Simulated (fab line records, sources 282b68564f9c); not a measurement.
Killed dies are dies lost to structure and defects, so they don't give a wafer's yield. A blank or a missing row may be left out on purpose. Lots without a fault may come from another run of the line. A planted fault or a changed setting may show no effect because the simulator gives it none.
Split-lot experiment | flow rit_cmos | 5 lots, 23 wafers read, on a route of 202 steps

THE SPLIT
At RIT_ACTIVE_EXPOSE_08 (exposes mask M1, target cd 1400 nm), the setting dose_mj was moved away from the recipe's 225 on 11 of the 23 wafers read, by -4.2% to +7.2%. The other wafers ran this setting at the recipe's value.

FROM THE SPLIT TO THE READING: what the file shows between them, 6 steps
- RIT_ACTIVE_PEB_09
- RIT_ACTIVE_DEVELOP_10: develop time 50 s
- RIT_ACTIVE_CD_MEAS_11: target cd 1400 nm
- RIT_ACTIVE_HARDBAKE_12: time 60 s
- RIT_ACTIVE_ETCH_13: etches Si3N4 in SF6, stops on SiO2, time 210 s, target depth 210 nm
- RIT_ACTIVE_STRIP_14: strips in O2, time 180 s

THE READING
cd_nm, in nm, at RIT_ACTIVE_CD_MEAS_90 (target cd 1400 nm). Fault-free wafers of this fab line usually give 1398.7 nm, standard deviation 2.6 nm.

wafer  | tool, chamber at the split | dose_mj as run | against the recipe | cd_nm, nm | against lot-mates on the recipe
L074.3 | iline_stepper-02, 0        | 225            | recipe             | 1399.9    | -
L074.5 | iline_stepper-02, 0        | 225            | recipe             | 1400.8    | -
L074.6 | iline_stepper-02, 0        | 225            | recipe             | 1401.3    | -
L076.1 | iline_stepper-02, 0        | 225            | recipe             | 1394.5    | -
L076.3 | iline_stepper-02, 0        | 241.1          | +7.2%              | 1373.1    | -21.4
L076.4 | iline_stepper-02, 0        | 241.1          | +7.2%              | 1374.3    | -20.2
L076.5 | iline_stepper-02, 0        | 225            | recipe             | 1394.5    | -
L076.6 | iline_stepper-02, 0        | 241.1          | +7.2%              | 1376.1    | -18.4
L077.1 | iline_stepper-01, 0        | 215.5          | -4.2%              | 1410.6    | +11.8
L077.2 | iline_stepper-01, 0        | 215.5          | -4.2%              | 1410.0    | +11.2
L077.4 | iline_stepper-01, 0        | 225            | recipe             | 1397.9    | -
L077.5 | iline_stepper-01, 0        | 225            | recipe             | 1399.7    | -
L077.6 | iline_stepper-01, 0        | 215.5          | -4.2%              | 1411.5    | +12.7
L080.1 | iline_stepper-01, 0        | 225            | recipe             | 1400.0    | -
L080.2 | iline_stepper-01, 0        | 225            | recipe             | 1400.2    | -
L080.3 | iline_stepper-01, 0        | 225            | recipe             | 1399.8    | -
L080.4 | iline_stepper-01, 0        | 237.4          | +5.5%              | 1385.3    | -14.7
L080.5 | iline_stepper-01, 0        | 237.4          | +5.5%              | 1385.3    | -14.7
L083.1 | iline_stepper-01, 0        | 225            | recipe             | 1396.6    | -
L083.2 | iline_stepper-01, 0        | 239.5          | +6.4%              | 1378.8    | -16.9
L083.3 | iline_stepper-01, 0        | 239.5          | +6.4%              | 1378.6    | -17.1
L083.5 | iline_stepper-01, 0        | 239.5          | +6.4%              | 1376.4    | -19.3
L083.6 | iline_stepper-01, 0        | 225            | recipe             | 1394.8    | -

THE FIT
A straight line over all 23 wafers: cd_nm changes by -3.07 nm for each +1% of dose_mj; r = -0.98; the points scatter about the line by 2.4 nm.
The same after taking each lot's own level away (the mean of its wafers on the recipe; 23 wafers): -2.77 nm for each +1%; r = -1.00; scatter 0.83 nm.
On that fit, the largest move of dose_mj shifts the reading by 20 nm.
The lots' own levels span 1394.50 to 1400.67 nm, that is 2.4 times the standard deviation above.
So the lot-to-lot level changes the slope: the two fits differ.
Check: with one of the wafers moved furthest among these (+7.2%) left out of the fit, the line predicts -19.5 nm for it against its lot-mates. It came out at -21.4 nm against them.

OTHER SPLITS ON THESE WAFERS
These wafers also went through other splits before the reading. Each is held against what the fit with the lots' levels taken away leaves over:
other split on the same wafers | wafers away from the commonest value | r with cd_nm (lot level and that fit taken away)
RIT_ACTIVE_OXIDATION_01 temp_c | 10                                   | -0.06

THE WHOLE CHAIN: every reading that the file lists as answering this split, in the file's order
step                  | what it does                                                        | reading                                                       | change (the file's fit)              | r (the file's)
RIT_ACTIVE_CD_MEAS_11 | target cd 1400 nm                                                   | cd_nm                                                         | -2.76 nm for each +1% of the setting | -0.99
RIT_ACTIVE_ETCH_13    | etches Si3N4 in SF6, stops on SiO2, time 210 s, target depth 210 nm | ACTIVE.cd_nm (the simulator's own value, which no gauge read) | -2.75 nm for each +1% of the setting | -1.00
RIT_ACTIVE_CD_MEAS_90 | target cd 1400 nm                                                   | cd_nm                                                         | -2.76 nm for each +1% of the setting | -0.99

THE FILE'S OWN FIT
cd_nm changes by -2.76 nm for each +1% of dose_mj, r = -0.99.
